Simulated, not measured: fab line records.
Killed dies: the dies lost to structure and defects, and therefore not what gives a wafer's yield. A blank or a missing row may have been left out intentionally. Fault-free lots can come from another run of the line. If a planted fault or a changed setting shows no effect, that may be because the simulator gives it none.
Lot-split experiment | flow berkeleyCmos170 | 23 wafers read across 5 lots, on a route 331 steps long

== ABOUT THE SPLIT ==
At UCB170_M1_EXPOSE_06 (exposes mask METAL1, target cd 700 nm), the setting doseMj was moved away from the recipe's 21 on 9 of the 23 wafers read, by -5.2% to +5.6%. This setting was run at the recipe's value on the other wafers.

== FROM THE SPLIT TO THE READING: what the file shows between them, 2 steps ==
- UCB170_M1_PEB_07
- UCB170_M1_DEVELOP_08: develop time 45 s

== THE READING ==
cdNm, in nm, at UCB170_M1_CD_MEAS_09 (target cd 700 nm). A value of 700.2 nm with a standard deviation of 1.6 nm is what fault-free wafers of this fab line usually give.

wafer  | tool, chamber at the split | doseMj as run | against the recipe | cdNm, nm | against lot-mates on the recipe
L079.1 | krfScanner-01, 0           | 21            | recipe             | 698.1    | -
L079.3 | krfScanner-01, 0           | 21            | recipe             | 700.4    | -
L079.4 | krfScanner-01, 0           | 21            | recipe             | 698.8    | -
L078.1 | krfScanner-02, 0           | 22.17         | +5.6%              | 687.7    | -10.6
L078.2 | krfScanner-02, 0           | 21            | recipe             | 698.0    | -
L078.4 | krfScanner-02, 0           | 22.17         | +5.6%              | 690.2    | -8.1
L078.5 | krfScanner-02, 0           | 22.17         | +5.6%              | 690.9    | -7.5
L078.6 | krfScanner-02, 0           | 21            | recipe             | 698.7    | -
L081.1 | krfScanner-02, 0           | 21            | recipe             | 699.4    | -
L081.2 | krfScanner-02, 0           | 21            | recipe             | 698.9    | -
L081.4 | krfScanner-02, 0           | 21            | recipe             | 699.5    | -
L081.5 | krfScanner-02, 0           | 21            | recipe             | 699.8    | -
L081.6 | krfScanner-02, 0           | 21            | recipe             | 698.5    | -
L083.1 | krfScanner-02, 0           | 21            | recipe             | 701.1    | -
L083.2 | krfScanner-02, 0           | 21            | recipe             | 700.5    | -
L083.3 | krfScanner-02, 0           | 21.82         | +3.9%              | 693.2    | -7.6
L083.4 | krfScanner-02, 0           | 21.82         | +3.9%              | 695.2    | -5.6
L083.6 | krfScanner-02, 0           | 21.82         | +3.9%              | 694.4    | -6.4
L084.1 | krfScanner-01, 0           | 19.91         | -5.2%              | 710.8    | +8.5
L084.2 | krfScanner-01, 0           | 19.91         | -5.2%              | 711.3    | +9.0
L084.4 | krfScanner-01, 0           | 21            | recipe             | 702.4    | -
L084.5 | krfScanner-01, 0           | 19.91         | -5.2%              | 710.2    | +7.9
L084.6 | krfScanner-01, 0           | 21            | recipe             | 702.2    | -

THE FIT
A straight line over all 23 wafers: cdNm changes by -1.87 nm for each +1% of doseMj; r = -0.97; the points scatter about the line by 1.5 nm.
The same after taking each lot's own level away (the mean of its wafers on the recipe; 23 wafers): -1.62 nm for each +1%; r = -0.99; scatter 0.79 nm.
On that fit, the largest move of doseMj shifts the reading by 9 nm.
From 698.35 to 702.30 nm: that is the span of the lots' own levels, equal to 2.5 times the standard deviation above.
In other words, the slope is changed by the lot-to-lot level; the two fits disagree.
Check: -8.66 nm against its lot-mates is what the line predicts for one of the wafers moved furthest among these (+5.6%) when that wafer is left out of the fit. Against them it came out at -10.6 nm.

== THESE WAFERS: OTHER SPLITS ==
Note: prior to the reading, these wafers also went through further splits. Each is held against what the fit with the lots' levels taken away leaves over:
other split on the same wafers   | wafers away from the commonest value | r with cdNm (lot level and that fit taken away)
UCB170_SILICIDE_SPUTTER_01 timeS | 8                                    | -0.44

== THE WHOLE CHAIN: every reading that the file lists as answering this split, in the file's order ==
step                 | what it does         | reading                                                  | change (the file's fit)              | r (the file's)
UCB170_M1_CD_MEAS_09 | target cd 700 nm     | cdNm                                                     | -1.61 nm for each +1% of the setting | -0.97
UCB170_M1_ETCH_11    | etches BARC in N2/H2 | M1.cdNm (the simulator's own value, which no gauge read) | -1.55 nm for each +1% of the setting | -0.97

== FILE'S OWN FIT ==
cdNm changes by -1.61 nm for each +1% of doseMj, r = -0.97.
